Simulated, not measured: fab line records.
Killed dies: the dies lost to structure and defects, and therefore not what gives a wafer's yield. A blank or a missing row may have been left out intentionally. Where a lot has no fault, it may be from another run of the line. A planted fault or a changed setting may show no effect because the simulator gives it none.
What tool caused it?	flow rit_cmos	7 lots with 21 wafers sampled at 2 steps, on a route of 202 steps

## WHAT EACH GAUGE READ, for each wafer
RIT_NRETRO_TW_MEAS_10.
lot	measured	on	NRETRO_TW
L440	day 2 11:31	film_metro-02	1045 1050 1044
L442	day 2 20:44	film_metro-02	1042 1044 1043
L445	day 3 12:29	film_metro-03	1059 1058 1056
L447	day 3 21:26	film_metro-02	1054 1054 1050
L453	day 5 05:30	film_metro-03	1157 1161 1154
L458	day 6 05:20	film_metro-02	1041 1040 1046
L460	day 6 15:27	film_metro-03	1048 1047 1053

## EACH LOT AND THE TOOL THAT RAN IT (in order: tool; ch and the chambers of the sampled wafers; start)
lot	RIT_NRETRO_IMPLANT_08
L440	implanter-01 ch 0, day 2 11:12
L442	implanter-04 ch 0, day 2 20:25
L445	implanter-04 ch 0, day 3 12:11
L447	implanter-03 ch 0, day 3 21:07
L453	implanter-04 ch 0, day 5 05:12
L458	implanter-01 ch 0, day 6 05:01
L460	implanter-03 ch 0, day 6 15:08
- RIT_NRETRO_IMPLANT_08

## THE ANSWER, worked out from the rows above alone
Rule: the usual values come from the lots themselves. Put in order of their means at a reading, lots are off if they are a third of the lots or fewer, leave a main group of 4 or more, and stand apart from it by a gap of 3 or more times the standard deviation of the main group's means; of several such gaps the widest counts. The tables above print the reading to a certain number of digits; a main group whose means all agree to those digits is not used. Also off: a lot with no number at a reading for which 4 or more lots have one. All remaining lots with rows at the step are treated as sound.
Off: L453, seen at RIT_NRETRO_TW_MEAS_10 (NRETRO_TW). Mean 1049 and standard deviation 5.4 in the main group.
A tool fits if, at a process step before that reading, it ran every lot that is off, and no sound lot after the first of them. Gauges at RIT_NRETRO_TW_MEAS_10: tried the same way as those tools. One fits: implanter-04 at RIT_NRETRO_IMPLANT_08. A fault onset in the window from L445 (day 3 12:11, its last sound lot) to L453 (day 5 05:12, its first lot off) fits.

## WHAT HAD BEEN PUT IN BY THE SIMULATOR
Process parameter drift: implanter-04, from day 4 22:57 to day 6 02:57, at RIT_NRETRO_IMPLANT_08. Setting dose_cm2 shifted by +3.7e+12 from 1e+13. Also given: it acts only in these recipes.
Lots struck among those shown: L453. This agrees with what the rule above found.
